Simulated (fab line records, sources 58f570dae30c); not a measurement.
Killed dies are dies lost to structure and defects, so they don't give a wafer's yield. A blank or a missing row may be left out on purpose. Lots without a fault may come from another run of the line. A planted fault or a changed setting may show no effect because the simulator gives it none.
Which tool did it? | flow berkeley_cmos170 | 6 lots, 18 wafers sampled, at 2 steps of a route of 331

WHAT THE GAUGES READ, wafer by wafer
UCB170_V1_CD_MEAS_90: target cd 700 nm.
lot  | measured     | on        | cd_nm (nm)
L212 | day 8 23:41  | cd_sem-02 | 699.6 698.4 698.5
L218 | day 9 21:43  | cd_sem-02 | 699.0 700.0 700.9
L216 | day 9 23:23  | cd_sem-02 | 698.5 701.1 699.6
L227 | day 11 16:19 | cd_sem-02 | 698.0 697.7 696.6
L229 | day 12 11:07 | cd_sem-01 | 699.1 697.4 699.1
L233 | day 12 20:23 | cd_sem-01 | 699.2 699.7 700.3

WHICH TOOL RAN EACH LOT (tool, then ch and the chambers of the sampled wafers, then the start)
lot  | UCB170_CONTACT_CLEAN_07
L212 | wet_bench-01 ch 1, day 8 13:23
L218 | wet_bench-02 ch 3, day 9 12:16
L216 | wet_bench-02 ch 3, day 9 14:02
L227 | wet_bench-04 ch 1, day 11 05:49
L229 | wet_bench-02 ch 2, day 12 01:27
L233 | wet_bench-02 ch 0, day 12 11:34
- UCB170_CONTACT_CLEAN_07: cleans in SPM, time 600 s.

THE ANSWER, worked out from the rows above alone
Rule: what is usual is taken from the lots themselves. Put in order of their means at a reading, lots are off if they are a third of the lots or fewer, leave a main group of 4 or more, and stand apart from it by a gap of 3 or more times the standard deviation of the main group's means; of several such gaps the widest counts. A main group whose means are all the same, to the digits that the tables above print for the reading, isn't used. A lot without any number at a reading at which 4 lots or more have one is off too. The other lots that the step has rows for count as sound.
No lot is off at any reading shown: from this, nothing can be told.

WHAT THE SIMULATOR HAD PUT IN
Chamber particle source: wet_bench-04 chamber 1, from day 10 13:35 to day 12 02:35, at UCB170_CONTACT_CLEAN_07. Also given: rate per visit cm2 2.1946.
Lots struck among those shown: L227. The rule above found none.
